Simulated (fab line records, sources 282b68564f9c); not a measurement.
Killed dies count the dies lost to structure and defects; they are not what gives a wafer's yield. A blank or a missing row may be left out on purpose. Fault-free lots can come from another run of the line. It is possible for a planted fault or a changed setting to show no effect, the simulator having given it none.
The tool behind it: which one? / flow ritCmos / 13 lots with 39 wafers sampled at 3 steps, on a route of 202 steps

WHAT EACH GAUGE READ, for each wafer
RIT_M1_RS_MEAS_01: measurement is done with a four-point probe.
lot=L284; measured=day 3 10:06; on=filmMetro-01; M1_AL_RS (ohm/sq)=0.0744 0.0747 0.0742
lot=L286; measured=day 3 18:31; on=filmMetro-04; M1_AL_RS (ohm/sq)=0.0734 0.0727 0.0724
lot=L287; measured=day 3 21:45; on=filmMetro-01; M1_AL_RS (ohm/sq)=0.0749 0.0746 0.0742
lot=L288; measured=day 4 03:37; on=filmMetro-01; M1_AL_RS (ohm/sq)=0.0741 0.0738 0.0742
lot=L289; measured=day 4 10:27; on=filmMetro-01; M1_AL_RS (ohm/sq)=0.0731 0.0723 0.0724
lot=L291; measured=day 4 21:26; on=filmMetro-04; M1_AL_RS (ohm/sq)=0.0736 0.0729 0.0735
lot=L292; measured=day 5 01:27; on=filmMetro-04; M1_AL_RS (ohm/sq)=0.0737 0.0739 0.0728
lot=L294; measured=day 5 15:15; on=filmMetro-04; M1_AL_RS (ohm/sq)=0.0719 0.1175 0.0717
lot=L295; measured=day 5 20:06; on=filmMetro-03; M1_AL_RS (ohm/sq)=0.0738 0.0731 0.0738
lot=L302; measured=day 7 04:23; on=filmMetro-03; M1_AL_RS (ohm/sq)=0.0743 0.0733 0.0739
lot=L303; measured=day 7 06:20; on=filmMetro-01; M1_AL_RS (ohm/sq)=0.0740 0.0740 0.0741
lot=L305; measured=day 7 20:22; on=filmMetro-03; M1_AL_RS (ohm/sq)=0.0748 0.0745 0.0742
lot=L307; measured=day 8 03:25; on=filmMetro-01; M1_AL_RS (ohm/sq)=0.0720 0.0717 0.0727

RIT_M1_THK_MEAS_02: measures by xrf.
lot=L284; measured=day 3 10:13; on=filmMetro-01; M1_AL_THK (nm)=387 383 389
lot=L286; measured=day 3 18:38; on=filmMetro-04; M1_AL_THK (nm)=390 394 395
lot=L287; measured=day 3 21:52; on=filmMetro-01; M1_AL_THK (nm)=381 384 386
lot=L288; measured=day 4 03:44; on=filmMetro-01; M1_AL_THK (nm)=388 389 387
lot=L289; measured=day 4 10:34; on=filmMetro-01; M1_AL_THK (nm)=393 399 396
lot=L291; measured=day 4 21:33; on=filmMetro-04; M1_AL_THK (nm)=388 392 389
lot=L292; measured=day 5 01:34; on=filmMetro-04; M1_AL_THK (nm)=388 387 393
lot=L294; measured=day 5 15:22; on=filmMetro-04; M1_AL_THK (nm)=398 248 400
lot=L295; measured=day 5 20:13; on=filmMetro-03; M1_AL_THK (nm)=390 391 386
lot=L302; measured=day 7 04:30; on=filmMetro-03; M1_AL_THK (nm)=385 391 386
lot=L303; measured=day 7 06:26; on=filmMetro-01; M1_AL_THK (nm)=387 386 390
lot=L305; measured=day 7 20:28; on=filmMetro-03; M1_AL_THK (nm)=380 383 382
lot=L307; measured=day 8 03:31; on=filmMetro-01; M1_AL_THK (nm)=397 400 399

EACH LOT AND THE TOOL THAT RAN IT (in order: tool; ch and the chambers of the sampled wafers; start)
lot=L284; RIT_M1_SPUTTER_00=pvdSputter-01, day 3 09:46
lot=L286; RIT_M1_SPUTTER_00=pvdSputter-03, day 3 18:13
lot=L287; RIT_M1_SPUTTER_00=pvdSputter-04, day 3 21:26
lot=L288; RIT_M1_SPUTTER_00=pvdSputter-03, day 4 03:19
lot=L289; RIT_M1_SPUTTER_00=pvdSputter-04, day 4 10:10
lot=L291; RIT_M1_SPUTTER_00=pvdSputter-04, day 4 21:08
lot=L292; RIT_M1_SPUTTER_00=pvdSputter-03, day 5 01:08
lot=L294; RIT_M1_SPUTTER_00=pvdSputter-03, day 5 14:56
lot=L295; RIT_M1_SPUTTER_00=pvdSputter-04, day 5 19:47
lot=L302; RIT_M1_SPUTTER_00=pvdSputter-01, day 7 04:04
lot=L303; RIT_M1_SPUTTER_00=pvdSputter-04, day 7 06:00
lot=L305; RIT_M1_SPUTTER_00=pvdSputter-04, day 7 20:03
lot=L307; RIT_M1_SPUTTER_00=pvdSputter-04, day 8 03:04
- RIT_M1_SPUTTER_00: material Al, target thk 400 nm, time 500 s.

AS READ BY THE TOOLS THEMSELVES (means over the sampled wafers that have a number; for cases with no such wafer, the mark the record gives instead)
RIT_M1_SPUTTER_00.
lot=L284; tool=pvdSputter-01; throttleValvePct (%)=30.4
lot=L286; tool=pvdSputter-03; throttleValvePct (%)=30.8
lot=L287; tool=pvdSputter-04; throttleValvePct (%)=29.1
lot=L288; tool=pvdSputter-03; throttleValvePct (%)=30.7
lot=L289; tool=pvdSputter-04; throttleValvePct (%)=30.5
lot=L291; tool=pvdSputter-04; throttleValvePct (%)=29.9
lot=L292; tool=pvdSputter-03; throttleValvePct (%)=30.4
lot=L294; tool=pvdSputter-03; throttleValvePct (%)=30.1
lot=L295; tool=pvdSputter-04; throttleValvePct (%)=29.6
lot=L302; tool=pvdSputter-01; throttleValvePct (%)=30.6
lot=L303; tool=pvdSputter-04; throttleValvePct (%)=30.5
lot=L305; tool=pvdSputter-04; throttleValvePct (%)=30.4
lot=L307; tool=pvdSputter-04; throttleValvePct (%)=28.9

THE ANSWER, worked out from the rows above alone
Rule: usual is defined by the lots themselves. Put in order of their means at a reading, lots are off if they are a third of the lots or fewer, leave a main group of 4 or more, and stand apart from it by a gap of 3 or more times the standard deviation of the main group's means; of several such gaps the widest counts. A main group is skipped when, at the precision printed for the reading in the tables above, its means are all equal. Also off: a lot with no number at a reading for which 4 or more lots have one. Where the step has rows for the other lots, those lots are counted as sound. The gauges are gone through in route order, then the tools' own readings, and for those a lot's mean is taken as printed above. At the first step where some lot is off, the reading lying furthest off is the one used; lots without a number count as furthest.
Off: L294, seen at RIT_M1_RS_MEAS_01 (M1_AL_RS). Mean 0.0736 ohm/sq and standard deviation 0.00075 in the main group.
If a tool, at a process step before that reading, ran all the lots that are off and no sound lot after the first of them, it fits. The gauges at RIT_M1_RS_MEAS_01 are tried like those tools. Can't be told from this: 2 tools fit, pvdSputter-03 at RIT_M1_SPUTTER_00, filmMetro-04 at RIT_M1_RS_MEAS_01.

WHAT WAS PUT IN BY THE SIMULATOR
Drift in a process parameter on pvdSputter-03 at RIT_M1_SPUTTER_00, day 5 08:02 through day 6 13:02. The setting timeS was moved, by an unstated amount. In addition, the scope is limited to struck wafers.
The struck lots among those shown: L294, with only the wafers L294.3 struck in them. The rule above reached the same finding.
